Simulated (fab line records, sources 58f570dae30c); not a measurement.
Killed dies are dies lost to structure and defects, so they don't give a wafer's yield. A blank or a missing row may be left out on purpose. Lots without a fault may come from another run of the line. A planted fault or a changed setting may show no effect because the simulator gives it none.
Which tool did it? | flow berkeley_cmos170 | 14 lots, 42 wafers sampled, at 5 steps of a route of 331

WHAT THE GAUGES READ, wafer by wafer
UCB170_ACTIVE_THK_MEAS_06. Usual: ACTIVE_NITRIDE_THK 220.0 nm, standard deviation 1.8.
lot  | measured     | on            | ACTIVE_NITRIDE_THK (nm) | flag
L647 | day 5 03:44  | film_metro-04 | 217.9 215.6 216.9       |
L650 | day 5 17:05  | film_metro-02 | 219.5 221.0 220.0       |
L649 | day 5 17:05  | film_metro-01 | 219.4 220.5 219.9       |
L652 | day 5 23:26  | film_metro-04 | 221.9 221.6 221.3       |
L653 | day 6 04:31  | film_metro-01 | 222.1 219.0 219.5       |
L654 | day 6 04:32  | film_metro-04 | 221.4 222.1 221.0       |
L655 | day 6 18:02  | film_metro-04 | 219.3 220.2 219.8       |
L656 | day 6 18:02  | film_metro-02 | 218.5 218.8 219.9       |
L660 | day 7 10:00  | film_metro-01 | 221.9 221.0 220.4       |
L663 | day 7 22:50  | film_metro-02 | 218.8 220.2 220.7       |
L661 | day 7 22:52  | film_metro-04 | 222.7 221.7 224.0       |
L665 | day 9 00:08  | film_metro-01 | 221.2 220.2 219.9       |
L667 | day 9 23:01  | film_metro-01 | 219.2 217.3 219.5       |
L669 | day 10 09:38 | film_metro-02 | 220.6 220.5 222.3       |

UCB170_PFIELD_OVL_MEAS_06. Usual: PFIELD_OVL 1 nm, standard deviation 5.7.
lot  | measured     | on         | PFIELD_OVL (nm) | flag
L647 | day 5 06:52  | overlay-02 | -3 3 -2         |
L650 | day 5 20:14  | overlay-01 | 11 9 3          |
L649 | day 5 20:19  | overlay-02 | -12 -10 -4      |
L652 | day 6 03:07  | overlay-02 | 8 10 10         |
L653 | day 6 07:34  | overlay-02 | -2 -5 0         |
L654 | day 6 07:40  | overlay-01 | 12 -1 7         |
L655 | day 6 22:28  | overlay-02 | 2 -4 6          |
L656 | day 6 23:23  | overlay-02 | 5 5 3           |
L660 | day 7 15:07  | overlay-01 | -4 -10 -8       |
L663 | day 8 03:19  | overlay-02 | -9 3 -6         |
L661 | day 8 03:35  | overlay-02 | 7 8 11          |
L665 | day 9 03:20  | overlay-02 | 5 6 0           |
L667 | day 10 01:25 | overlay-01 | -2 9 7          |
L669 | day 10 13:30 | overlay-02 | -1 4 0          |

UCB170_NVT_TW_MEAS_09. Usual: NVT_TW 522, standard deviation 4.
lot  | measured     | on            | NVT_TW      | flag
L647 | day 6 21:29  | film_metro-02 | 514 517 517 |
L650 | day 7 07:34  | film_metro-04 | 520 517 523 |
L649 | day 7 08:24  | film_metro-03 | 527 527 530 |
L652 | day 7 16:29  | film_metro-02 | 520 518 519 |
L653 | day 7 16:38  | film_metro-04 | 516 519 520 |
L654 | day 7 17:02  | film_metro-04 | 518 519 521 |
L655 | day 8 12:38  | film_metro-03 | 521 523 524 |
L656 | day 8 12:23  | film_metro-04 | 517 519 520 |
L660 | day 9 20:13  | film_metro-04 | 525 527 525 |
L663 | day 10 16:58 | film_metro-03 | 525 523 523 |
L661 | day 10 16:33 | film_metro-02 | 518 518 516 |
L665 | day 11 04:23 | film_metro-03 | 530 525 531 |
L667 | day 11 18:58 | film_metro-04 | 528 524 525 |
L669 | day 12 01:35 | film_metro-04 | 524 523 525 |

UCB170_GATE_THK_MEAS_05. Usual: GATE_POLY_THK 214.6 nm, standard deviation 1.8.
lot  | measured     | on            | GATE_POLY_THK (nm)                  | flag
L647 | day 7 10:08  | film_metro-03 | 216.5 215.9 215.2                   |
L650 | day 8 00:13  | film_metro-02 | 213.2 214.2 214.6                   |
L649 | day 8 00:14  | film_metro-03 | 216.9 216.7 215.9                   |
L652 | day 8 16:23  | film_metro-02 | 214.2 214.5 215.3                   |
L653 | day 8 16:22  | film_metro-03 | 213.0 213.5 212.2                   |
L654 | day 8 16:26  | film_metro-03 | 218.3 218.7 217.1                   |
L655 | day 9 11:58  | film_metro-03 | 241.4 242.2 239.8 241.7 242.4 239.7 | OFF
L656 | day 9 11:58  | film_metro-02 | 243.8 245.6 245.0 243.9 245.7 244.7 | OFF
L660 | day 10 15:43 | film_metro-03 | 217.0 215.7 214.9                   |
L663 | day 11 11:02 | film_metro-03 | 215.7 214.0 213.8                   |
L661 | day 11 11:06 | film_metro-02 | 211.6 212.1 212.4                   |
L665 | day 11 18:26 | film_metro-01 | 212.9 212.8 212.9                   |
L667 | day 12 13:38 | film_metro-03 | 213.3 212.6 212.2                   |
L669 | day 12 19:01 | film_metro-02 | 214.8 216.4 215.7                   |

WHICH TOOL RAN EACH LOT (tool, then ch and the chambers of the sampled wafers, then the start)
lot  | UCB170_GATE_CVD_04
L647 | lpcvd-02 ch 1, day 7 08:44
L650 | lpcvd-02 ch 1, day 7 22:49
L649 | lpcvd-02 ch 1, day 7 22:49
L652 | lpcvd-02 ch 0, day 8 14:58
L653 | lpcvd-02 ch 1, day 8 14:58
L654 | lpcvd-02 ch 1, day 8 14:58
L655 | lpcvd-02 ch 1, day 9 10:34
L656 | lpcvd-02 ch 1, day 9 10:34
L660 | lpcvd-01 ch 1, day 10 14:19
L663 | lpcvd-01 ch 1, day 11 09:38
L661 | lpcvd-01 ch 0, day 11 09:38
L665 | lpcvd-01 ch 1, day 11 17:01
L667 | lpcvd-01 ch 1, day 12 12:14
L669 | lpcvd-01 ch 1, day 12 17:37
- UCB170_GATE_CVD_04: deposits poly-Si from SiH4, time 1440 s, target thk 214 nm.

WHAT THE TOOLS THEMSELVES READ (means of the sampled wafers that have a number; where no wafer has one, the mark that the record gives instead)
The record holds no such reading with a usual standard deviation.

THE ANSWER, worked out from the rows above alone
Rule: a lot is off if the mean of its wafers that have a number lies more than 3 standard deviations from the usual mean. A lot without any number at a reading at which 4 lots or more have one is off too. The other lots that the step has rows for count as sound. The gauges are gone through in route order, then the tools' own readings, and for those a lot's mean is taken as printed above. The first step at which some lot is off is used, and at that step the reading that is off furthest; a lot without a number counts as furthest.
Off: L655, L656, at UCB170_GATE_THK_MEAS_05 (GATE_POLY_THK).
A tool fits if, at a process step before that reading, it ran every lot that is off, and no sound lot after the first of them. The gauges at UCB170_GATE_THK_MEAS_05 are tried like those tools. One fits: lpcvd-02 at UCB170_GATE_CVD_04. Its last sound lot is L652 (day 8 14:58), its first lot that is off L655 (day 9 10:34): a fault that began between those two fits.

WHAT THE SIMULATOR HAD PUT IN
Process parameter drift: lpcvd-02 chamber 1, from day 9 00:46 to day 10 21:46, at UCB170_GATE_CVD_04. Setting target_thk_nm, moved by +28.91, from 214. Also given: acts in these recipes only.
Lots struck among those shown: L655, L656. The rule above found the same.
